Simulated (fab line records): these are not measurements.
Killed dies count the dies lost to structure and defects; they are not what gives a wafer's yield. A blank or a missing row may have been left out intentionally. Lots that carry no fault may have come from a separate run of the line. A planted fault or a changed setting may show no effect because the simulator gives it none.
Comparing a struck lot with a sound one    flow berkeleyCmos170    23 out of 331 route steps
Sound: the wafers L707.2, L707.4, L707.5. Wafers struck: L718.1, L718.2, L718.6. The cause comes at the end.
Per side, at each step with rows, come the tool, then ch with its chambers, and then its first start. Under that, the readings that differ: sound wafers    struck wafers    difference of the means    sigmas: that difference in standard deviations of wafers without a fault.
alike: a reading whose means differ by less than 2 such deviations, as well as words and numbers matching on both sides. not compared: withheld readings; readings where some wafer has no value; bounds like >300 that might hide an equal value; numbers whose values overlap and for which the record gives no deviation.
A row with sigmas, a row that says differs or no value, or rows on one side alone: a step with any of these is where the two part. When numbers do not overlap yet have no deviation, they are printed without sigmas and do not part them. A reading missing from all wafers of one side parts the sides only when that side holds two or more wafers.

UCB170_NWELL_ETCH_13: etches Si3N4 in CH3F/Ar/O2, stops on SiO2, target depth 246.4 nm, time 154 s.
  sound on rieDiel-02 ch 1,2,3, day 2 14:50; struck on rieDiel-03 ch 0,2, day 5 02:55
  alike: O2_flow_sccm, drypumpMotorCurrentA, oesProductAu, throttleValvePct
  not compared: rfHoursCounterH
then, 1 step without rows for these wafers: UCB170_NWELL_IMPLANT_14.
UCB170_NWELL_STRIP_15: strips in O2.
  sound on plasmaAsher-02 ch 1, day 2 15:05; struck on plasmaAsher-02 ch 0,1, day 5 03:10
  alike: drypumpMotorCurrentA, oesProductAu, stripTimeToEndpointS
  not compared: rfHoursCounterH
UCB170_NWELL_TW_MEAS_16:
  sound on filmMetro-04, day 2 15:20; struck on filmMetro-04, day 5 03:16
  alike: NWELL_TW
then, 6 steps without rows for these wafers: UCB170_NWELL_CLEAN_17 (cleans in SPM, time 600 s); UCB170_NWELL_WET_ETCH_18 (etches Si3N4 in H3PO4, time 14400 s); UCB170_NWELL_WET_ETCH_19 (etches SiO2 in BOE, time 22 s); UCB170_PWELL_CLEAN_00 (cleans in SPM, time 600 s); UCB170_PWELL_CLEAN_01 (cleans in dHF, time 60 s); UCB170_PWELL_OXIDATION_02 (target thk 26.4 nm, ox time 1260 s).
UCB170_PWELL_THK_MEAS_03:
  sound on filmMetro-02, day 2 23:38; struck on filmMetro-03, day 5 16:08
  alike: PWELL_OXIDE_THK
then, 1 step without rows for these wafers: UCB170_PWELL_ANNEAL_04 (time 900 s).
UCB170_PWELL_CVD_05: deposits Si3N4 from SiH2Cl2/NH3, target thk 220 nm, time 3300 s.
  sound on lpcvd-01 ch 0, day 3 02:23; struck on lpcvd-02 ch 1, day 5 22:50
  alike: spikeTcCentreC, zonePowerLoadPct
UCB170_PWELL_THK_MEAS_06:
  sound on filmMetro-03, day 3 04:18; struck on filmMetro-03, day 6 00:49
reading                 sound              struck             difference  sigmas
PWELL_NITRIDE_THK (nm)  220.6 220.0 219.2  445.5 443.7 447.8  +225.7      +99 or more
then, 6 steps without rows for these wafers: UCB170_PWELL_HMDS_07 (prime time 60 s); UCB170_PWELL_COAT_08 (resist thk 900 nm); UCB170_PWELL_SOFTBAKE_09 (time 60 s); UCB170_PWELL_EXPOSE_10 (exposes mask PWELL, target cd 3000 nm); UCB170_PWELL_PEB_11; UCB170_PWELL_DEVELOP_12 (develop time 45 s).
UCB170_PWELL_OVL_MEAS_13:
  sound on overlay-01, day 3 05:12; struck on overlay-01, day 6 02:05
  alike: PWELL_OVL
UCB170_PWELL_ETCH_14: etches Si3N4 in CH3F/Ar/O2, stops on SiO2, target depth 242 nm, time 151 s.
  sound on rieDiel-02 ch 0,3, day 3 05:14; struck on rieDiel-04 ch 2,3, day 6 02:07
reading                  sound              struck             difference  sigmas
oesProductAu (a.u.)      0.951 0.955 0.945  0.997 0.993 0.991  +0.043      +3
model.etch.depthNm (nm)  220.5 219.7 219.4  239.7 240.6 242.3  +21.0       
  alike: O2_flow_sccm, drypumpMotorCurrentA, throttleValvePct
  not compared: rfHoursCounterH
then, 1 step without rows for these wafers: UCB170_PWELL_IMPLANT_15.

## WHERE THEY PART
Last at UCB170_PWELL_ETCH_14 as far as this record goes, first at UCB170_PWELL_THK_MEAS_06.

WHY: whatever the simulator had introduced
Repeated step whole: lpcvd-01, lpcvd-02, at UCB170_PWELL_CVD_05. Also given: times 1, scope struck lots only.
